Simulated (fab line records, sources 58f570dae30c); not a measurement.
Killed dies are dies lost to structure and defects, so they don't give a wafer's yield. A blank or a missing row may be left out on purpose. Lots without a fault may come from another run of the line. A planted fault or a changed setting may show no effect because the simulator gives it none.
Which tool did it? | flow berkeley_cmos170 | 7 lots, 21 wafers sampled, at 2 steps of a route of 331

WHAT THE GAUGES READ, wafer by wafer
UCB170_FIELD_THK_MEAS_02.
lot  | measured    | on            | FIELD_OXIDE_THK (nm)
L358 | day 4 16:03 | film_metro-03 | 564 550 567
L363 | day 5 17:21 | film_metro-03 | 562 561 553
L365 | day 6 11:10 | film_metro-04 | 571 570 570
L368 | day 7 02:52 | film_metro-03 | 547 556 550
L374 | day 8 10:40 | film_metro-01 | 462 460 463
L377 | day 8 19:28 | film_metro-03 | 541 536 535
L379 | day 8 19:24 | film_metro-04 | 568 562 565

WHICH TOOL RAN EACH LOT (tool, then ch and the chambers of the sampled wafers, then the start)
lot  | UCB170_FIELD_OXIDATION_01
L358 | furnace-01 ch 0, day 4 13:03
L363 | furnace-02 ch 0, day 5 14:20
L365 | furnace-01 ch 0, day 6 08:08
L368 | furnace-04 ch 0, day 6 23:51
L374 | furnace-01 ch 0, day 8 07:38
L377 | furnace-04 ch 0, day 8 16:24
L379 | furnace-04 ch 0, day 8 16:24
- UCB170_FIELD_OXIDATION_01: target thk 558.3 nm, ox time 7200 s.

THE ANSWER, worked out from the rows above alone
Rule: what is usual is taken from the lots themselves. Put in order of their means at a reading, lots are off if they are a third of the lots or fewer, leave a main group of 4 or more, and stand apart from it by a gap of 3 or more times the standard deviation of the main group's means; of several such gaps the widest counts. A main group whose means are all the same, to the digits that the tables above print for the reading, isn't used. A lot without any number at a reading at which 4 lots or more have one is off too. The other lots that the step has rows for count as sound.
Off: L374, at UCB170_FIELD_THK_MEAS_02 (FIELD_OXIDE_THK). The main group: mean 557 nm, standard deviation 11.
A tool fits if, at a process step before that reading, it ran every lot that is off, and no sound lot after the first of them. The gauges at UCB170_FIELD_THK_MEAS_02 are tried like those tools. Can't be told from this: 2 tools fit, furnace-01 at UCB170_FIELD_OXIDATION_01, film_metro-01 at UCB170_FIELD_THK_MEAS_02.

WHAT THE SIMULATOR HAD PUT IN
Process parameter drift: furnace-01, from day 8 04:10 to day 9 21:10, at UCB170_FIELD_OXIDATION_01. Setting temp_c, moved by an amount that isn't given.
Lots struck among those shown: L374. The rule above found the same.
